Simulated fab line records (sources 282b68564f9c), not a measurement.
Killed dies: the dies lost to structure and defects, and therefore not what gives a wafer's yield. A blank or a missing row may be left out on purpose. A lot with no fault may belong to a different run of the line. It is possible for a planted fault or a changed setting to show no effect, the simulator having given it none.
A struck lot beside a sound one + flow rit_cmos + 25 out of 202 route steps
Sound: wafers L723.1, L723.2, L723.6. The struck wafers were L716.2, L716.4, L716.5. The cause comes at the end.
At each step with rows: each side's tool, then ch and its chambers, then its first start. Under that, the readings that differ: sound wafers + struck wafers + difference of the means + sigmas: that difference in standard deviations of wafers without a fault.
alike: readings whose means differ by less than 2 such deviations, and words and numbers that are the same on both sides. not compared: withheld readings, readings that some wafer has no value for, bounds like >300 that may hide the same value, and numbers for which the record gives no deviation and whose values overlap.
The two part at a step that has a row with sigmas, a row that says differs or no value, or rows on one side only. Numbers that don't overlap but have no deviation are shown without sigmas and don't part them. Lack of a reading on every wafer of one side parts them only where that side has two or more wafers.

first, 1 step without rows for these wafers: RIT_PRETRO_IMPLANT_08.
RIT_PRETRO_STRIP_09: strips in O2, time 180 s.
  sound on plasma_asher-02 ch 0,1, day 6 07:44; struck on plasma_asher-01 ch 0,1, day 4 19:10
  alike: drypump_motor_current_A
  not compared: rf_hours_counter_h
RIT_PRETRO_TW_MEAS_10:
  sound on film_metro-04, day 6 07:55; struck on film_metro-04, day 4 19:22
  alike: PRETRO_TW
then, 5 steps without rows for these wafers: RIT_GATE_WET_ETCH_00 (etches SiO2 in BOE, target depth 56 nm, time 60 s); RIT_GATE_CLEAN_01 (cleans in SC1, time 600 s); RIT_GATE_CLEAN_02 (cleans in dHF, time 30 s); RIT_GATE_CLEAN_03 (cleans in SC2, time 600 s); RIT_GATE_CLEAN_04 (cleans in dHF, time 60 s).
RIT_FOX2_THK_MEAS_91:
  sound on film_metro-02, day 6 08:24; struck on film_metro-02, day 4 19:50
  alike: FIELD_OXIDE_LEFT_2_THK
then, 2 steps without rows for these wafers: RIT_GATE_OXIDATION_05 (target thk 3 nm, ox time 270 s); RIT_GATE_ANNEAL_06 (time 600 s).
RIT_GATE_THK_MEAS_07:
  sound on film_metro-03, day 6 09:47; struck on film_metro-02, day 5 00:01
  alike: GATE_OXIDE_THK
RIT_GATE_CVD_08: deposits poly-Si from SiH4, target thk 250 nm, time 2220 s.
  sound on lpcvd-01 ch 1, day 6 09:51; struck on lpcvd-02 ch 1, day 5 00:04
| reading                                  | sound                | struck               | difference | sigmas |
|------------------------------------------|----------------------|----------------------|------------|--------|
| spike_tc_centre_C (C)                    | 613.7 613.0 612.0    | 625.3 625.6 624.8    | +12.3      | +11    |
| spike_tc_load_C (C)                      | 630.5 631.4 631.7    | 649.7 647.1 650.1    | +17.8      | +8     |
| spike_tc_source_C (C)                    | 628.2 627.8 629.4    | 646.7 645.8 645.7    | +17.6      | +7     |
| susceptor_temp_C (C)                     | 610.69 610.33 610.36 | 623.82 624.42 624.42 | +13.76     | +51    |
| model.poly-Si_of_GATE_CVD_08.thk_nm (nm) | 252 249.2 250.6      | 351.8 350 351.2      | +100.4     |        |
RIT_GATE_THK_MEAS_09:
  sound on film_metro-03, day 6 11:28; struck on film_metro-04, day 5 01:41
| reading            | sound             | struck            | difference | sigmas |
|--------------------|-------------------|-------------------|------------|--------|
| GATE_POLY_THK (nm) | 252.0 249.6 250.5 | 351.7 350.1 351.2 | +100.3     | +46    |
then, 6 steps without rows for these wafers: RIT_GATE_HMDS_10 (prime time 60 s); RIT_GATE_COAT_11 (resist thk 850 nm); RIT_GATE_SOFTBAKE_12 (time 60 s); RIT_GATE_EXPOSE_13 (exposes mask M6, target cd 150 nm); RIT_GATE_PEB_14; RIT_GATE_DEVELOP_15 (develop time 50 s).
RIT_GATE_CD_MEAS_16 targets a cd of 150 nm.
  sound on cd_sem-02, day 6 12:38; struck on cd_sem-02, day 5 02:37
  alike: cd_nm
RIT_GATE_OVL_MEAS_17:
  sound on overlay-02, day 6 12:46; struck on overlay-01, day 5 02:43
  alike: GATE_OVL
then, 1 step without rows for these wafers: RIT_GATE_HARDBAKE_18 (time 60 s).
RIT_GATE_ETCH_19: etches poly-Si in SF6/CHF3/O2, stops on SiO2, time 165 s, target depth 312.5 nm.
  sound on rie_si-02 ch 0,1, day 6 12:57; struck on rie_si-01 ch 0,1,3, day 5 02:58
| reading                          | sound             | struck            | difference | sigmas |
|----------------------------------|-------------------|-------------------|------------|--------|
| oes_product_au (a.u.)            | 0.843 0.856 0.845 | 1.026 1.025 1.047 | +0.185     | +12    |
| model.etch.depth_nm (nm)         | 252 249.2 250.6   | 318.6 317.4 318.4 | +67.5      |        |
| model.GATE.feature_depth_nm (nm) | 252 249.2 250.6   | 318.6 317.4 318.4 | +67.5      |        |
  alike: drypump_motor_current_A, throttle_valve_pct
  not compared: rf_hours_counter_h
RIT_GATE_STRIP_20: strips in O2, time 180 s.
  sound on plasma_asher-03 ch 0,1, day 6 13:04; struck on plasma_asher-02 ch 0,1, day 5 03:05
  alike: drypump_motor_current_A
  not compared: rf_hours_counter_h

## WHERE THEY PART
Earliest at RIT_GATE_CVD_08; latest, in this record, at RIT_GATE_ETCH_19. Later steps at which nothing parts them and some readings are alike: RIT_GATE_STRIP_20.

WHY: what had been put in by the simulator
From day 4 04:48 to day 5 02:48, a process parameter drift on lpcvd-02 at RIT_GATE_CVD_08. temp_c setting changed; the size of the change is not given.
